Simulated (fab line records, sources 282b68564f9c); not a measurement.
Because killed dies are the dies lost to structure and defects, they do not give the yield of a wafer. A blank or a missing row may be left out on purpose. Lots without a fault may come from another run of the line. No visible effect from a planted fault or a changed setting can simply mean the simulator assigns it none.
Shared-tool check || flow rit cmos || Sample size 14 lots and 42 wafers

## THE REASON FOR OPENING IT
Of 14 lots, 2 have the reading NSD_TW flagged at RIT_NSD_TW_MEAS_10. Wafers without a fault read 3173, standard deviation 18.
Rule: flag the lot when none of its wafers has a number, or when each of its wafers that has one lies beyond 4 standard deviations from that mean. The rest of the lots are taken to be sound.

{"lot": "L652", "measured": "day 3 02:56", "on": "film metro-02", "NSD_TW, wafer by wafer": "3187 3152 3164", "flag": ""}
{"lot": "L653", "measured": "day 3 09:47", "on": "film metro-04", "NSD_TW, wafer by wafer": "3184 3179 3173", "flag": ""}
{"lot": "L654", "measured": "day 3 12:23", "on": "film metro-03", "NSD_TW, wafer by wafer": "3181 3184 3168", "flag": ""}
{"lot": "L656", "measured": "day 3 23:40", "on": "film metro-03", "NSD_TW, wafer by wafer": "3156 3131 3165", "flag": ""}
{"lot": "L659", "measured": "day 4 13:35", "on": "film metro-03", "NSD_TW, wafer by wafer": "3149 3146 3157", "flag": ""}
{"lot": "L660", "measured": "day 4 21:38", "on": "film metro-04", "NSD_TW, wafer by wafer": "3183 3192 3187", "flag": ""}
{"lot": "L661", "measured": "day 4 22:44", "on": "film metro-04", "NSD_TW, wafer by wafer": "3184 3187 3179", "flag": ""}
{"lot": "L664", "measured": "day 5 18:37", "on": "film metro-02", "NSD_TW, wafer by wafer": "2891 2903 2908", "flag": "FLAGGED"}
{"lot": "L665", "measured": "day 5 21:15", "on": "film metro-03", "NSD_TW, wafer by wafer": "2884 2893 2875", "flag": "FLAGGED"}
{"lot": "L668", "measured": "day 6 14:45", "on": "film metro-02", "NSD_TW, wafer by wafer": "3177 3188 3179", "flag": ""}
{"lot": "L670", "measured": "day 6 21:25", "on": "film metro-04", "NSD_TW, wafer by wafer": "3202 3202 3201", "flag": ""}
{"lot": "L671", "measured": "day 6 23:28", "on": "film metro-03", "NSD_TW, wafer by wafer": "3160 3161 3155", "flag": ""}
{"lot": "L672", "measured": "day 7 09:49", "on": "film metro-02", "NSD_TW, wafer by wafer": "3181 3158 3180", "flag": ""}
{"lot": "L674", "measured": "day 7 18:53", "on": "film metro-04", "NSD_TW, wafer by wafer": "3209 3179 3184", "flag": ""}
Average over the flagged lots: 2892; offset from the usual -281, equal to -16 standard deviations.

## WHICH TOOL EACH LOT WENT THROUGH
The record keeps 1 process step preceding the reading, out of 202 steps on the route. Cell contents, in order: the tool; ch with the chambers the sampled wafers went through; the start.
{"lot": "L652", "flag": "", "RIT_NSD_IMPLANT_08": "implanter-04 ch 0, day 3 02:38"}
{"lot": "L653", "flag": "", "RIT_NSD_IMPLANT_08": "implanter-04 ch 0, day 3 09:28"}
{"lot": "L654", "flag": "", "RIT_NSD_IMPLANT_08": "implanter-01 ch 0, day 3 12:04"}
{"lot": "L656", "flag": "", "RIT_NSD_IMPLANT_08": "implanter-01 ch 0, day 3 23:22"}
{"lot": "L659", "flag": "", "RIT_NSD_IMPLANT_08": "implanter-04 ch 0, day 4 13:16"}
{"lot": "L660", "flag": "", "RIT_NSD_IMPLANT_08": "implanter-04 ch 0, day 4 21:18"}
{"lot": "L661", "flag": "", "RIT_NSD_IMPLANT_08": "implanter-03 ch 0, day 4 22:26"}
{"lot": "L664", "flag": "FLAGGED", "RIT_NSD_IMPLANT_08": "implanter-04 ch 0, day 5 18:18"}
{"lot": "L665", "flag": "FLAGGED", "RIT_NSD_IMPLANT_08": "implanter-04 ch 0, day 5 20:56"}
{"lot": "L668", "flag": "", "RIT_NSD_IMPLANT_08": "implanter-01 ch 0, day 6 14:26"}
{"lot": "L670", "flag": "", "RIT_NSD_IMPLANT_08": "implanter-01 ch 0, day 6 21:05"}
{"lot": "L671", "flag": "", "RIT_NSD_IMPLANT_08": "implanter-01 ch 0, day 6 23:11"}
{"lot": "L672", "flag": "", "RIT_NSD_IMPLANT_08": "implanter-01 ch 0, day 7 09:31"}
{"lot": "L674", "flag": "", "RIT_NSD_IMPLANT_08": "implanter-01 ch 0, day 7 18:35"}
What is done by these steps:
- RIT_NSD_IMPLANT_08
- RIT_NSD_TW_MEAS_10

## FLAGGED OVER TOTAL, TOOL BY TOOL (the gauges that took the reading come last)
{"step": "RIT_NSD_IMPLANT_08", "tool": "implanter-01", "lots run": 7, "flagged": 0, "share of the flagged lots": "none", "sound lots run after its first flagged lot": "-"}
{"step": "RIT_NSD_IMPLANT_08", "tool": "implanter-03", "lots run": 1, "flagged": 0, "share of the flagged lots": "none", "sound lots run after its first flagged lot": "-"}
{"step": "RIT_NSD_IMPLANT_08", "tool": "implanter-04", "lots run": 6, "flagged": 2, "share of the flagged lots": "all", "sound lots run after its first flagged lot": 0}
{"step": "RIT_NSD_TW_MEAS_10", "tool": "film metro-02", "lots run": 4, "flagged": 1, "share of the flagged lots": "some", "sound lots run after its first flagged lot": "2 (L668,L672)"}
{"step": "RIT_NSD_TW_MEAS_10", "tool": "film metro-03", "lots run": 5, "flagged": 1, "share of the flagged lots": "some", "sound lots run after its first flagged lot": "1 (L671)"}
{"step": "RIT_NSD_TW_MEAS_10", "tool": "film metro-04", "lots run": 5, "flagged": 0, "share of the flagged lots": "none", "sound lots run after its first flagged lot": "-"}

## WHAT THE TABLE PERMITS
1 row of the table ran every flagged lot: implanter-04 at RIT_NSD_IMPLANT_08.
- implanter-04 at RIT_NSD_IMPLANT_08: 2 of its 6 lots flagged. A fault beginning between L660 (day 4 21:18), its last sound lot, and L664 (day 5 18:18), its first flagged one, fits the data. Its own readings lie more than 4 standard deviations out on every wafer of the flagged lots: dose ions cm2, faraday current uA.
One tool is left: implanter-04 at RIT_NSD_IMPLANT_08.

## WHAT THE SIMULATOR HAD PUT IN
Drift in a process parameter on implanter-04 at RIT_NSD_IMPLANT_08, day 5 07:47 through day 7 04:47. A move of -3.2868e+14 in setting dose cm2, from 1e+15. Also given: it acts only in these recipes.
Lots struck among those shown: L664, L665. Same finding as the rule above.
